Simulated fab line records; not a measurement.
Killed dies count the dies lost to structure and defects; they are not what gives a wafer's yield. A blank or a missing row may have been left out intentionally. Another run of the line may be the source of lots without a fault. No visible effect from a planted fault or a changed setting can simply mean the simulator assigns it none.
Which tool did it? | flow berkeleyCmos170 | Sampling: 14 lots, 42 wafers, 2 of 331 route steps

WHAT THE GAUGES READ, wafer by wafer
UCB170_PSD_CD_MEAS_06: target cd 1200 nm.
lot  | measured     | on       | cdNm (nm)
L356 | day 6 14:32  | cdSem-01 | 1198.7 1200.1 1200.0
L355 | day 6 14:56  | cdSem-01 | 1197.5 1196.8 1197.2
L359 | day 7 17:31  | cdSem-01 | 1201.6 1203.7 1203.4
L360 | day 7 17:37  | cdSem-02 | 1199.3 1200.0 1199.5
L361 | day 7 17:54  | cdSem-01 | 1200.1 1199.7 1199.0
L362 | day 8 11:43  | cdSem-01 | 1199.7 1201.4 1200.0
L364 | day 9 05:32  | cdSem-02 | 1199.5 1201.1 1198.6
L367 | day 9 05:50  | cdSem-02 | 1202.3 1200.8 1199.6
L365 | day 9 06:05  | cdSem-01 | 1201.6 1201.7 1201.6
L369 | day 9 10:03  | cdSem-01 | 1197.6 1200.0 1198.3
L368 | day 9 10:16  | cdSem-02 | 1201.8 1201.3 1201.9
L371 | day 10 04:48 | cdSem-01 | 1198.2 1197.9 1198.0
L377 | day 11 00:11 | cdSem-01 | 1221.3 1223.0 1224.0 1221.6 1223.0 1223.9
L374 | day 11 00:45 | cdSem-02 | 1222.7 1221.5 1223.4 1222.8 1221.9 1223.2

WHAT TOOL EACH LOT RAN ON (gives the tool, then ch and the chambers of the sampled wafers, and finally the start)
lot  | UCB170_PSD_PEB_04
L356 | lithoTrack-04 ch 0, day 6 14:16
L355 | lithoTrack-03 ch 0, day 6 14:40
L359 | lithoTrack-04 ch 0, day 7 17:16
L360 | lithoTrack-03 ch 0, day 7 17:21
L361 | lithoTrack-03 ch 0, day 7 17:37
L362 | lithoTrack-02 ch 0, day 8 11:28
L364 | lithoTrack-02 ch 0, day 9 05:16
L367 | lithoTrack-02 ch 0, day 9 05:34
L365 | lithoTrack-02 ch 0, day 9 05:49
L369 | lithoTrack-04 ch 0, day 9 09:47
L368 | lithoTrack-02 ch 0, day 9 09:59
L371 | lithoTrack-02 ch 0, day 10 04:32
L377 | lithoTrack-04 ch 0, day 10 23:54
L374 | lithoTrack-04 ch 0, day 11 00:29
- UCB170_PSD_PEB_04

WHAT THE TOOLS THEMSELVES READ (means of the sampled wafers that have a number; where no wafer has one, the mark that the record gives instead)
The record holds no such reading with a usual standard deviation.

THE ANSWER, worked out from the rows above alone
Rule: the lots themselves supply what counts as usual. The widest of any qualifying gaps counts: lots, ordered by their means at a reading, are off when they make up no more than a third of the lots, leave a main group of 4 or more, and stand apart from it by 3 or more times the standard deviation of that group's means. A main group whose means are all the same, to the digits that the tables above print for the reading, isn't used. A lot without any number at a reading at which 4 lots or more have one is off too. All remaining lots with rows at the step are treated as sound. Order of review: gauges by route order, followed by the tools' own readings, for which a lot's mean as printed above is used. The first step at which some lot is off is used, and at that step the reading that is off furthest; a lot without a number counts as furthest.
Off at UCB170_PSD_CD_MEAS_06 (cdNm): L377, L374. The main group has a mean of 1200.0 nm with a standard deviation of 1.6.
A tool fits if, at a process step before that reading, it ran every lot that is off, and no sound lot after the first of them. Gauges at UCB170_PSD_CD_MEAS_06: tried the same way as those tools. One fits: UCB170_PSD_PEB_04 on lithoTrack-04. A fault onset in the window from L369 (day 9 09:47, its last sound lot) to L377 (day 10 23:54, its first lot off) fits.

WHAT WAS PUT IN BY THE SIMULATOR
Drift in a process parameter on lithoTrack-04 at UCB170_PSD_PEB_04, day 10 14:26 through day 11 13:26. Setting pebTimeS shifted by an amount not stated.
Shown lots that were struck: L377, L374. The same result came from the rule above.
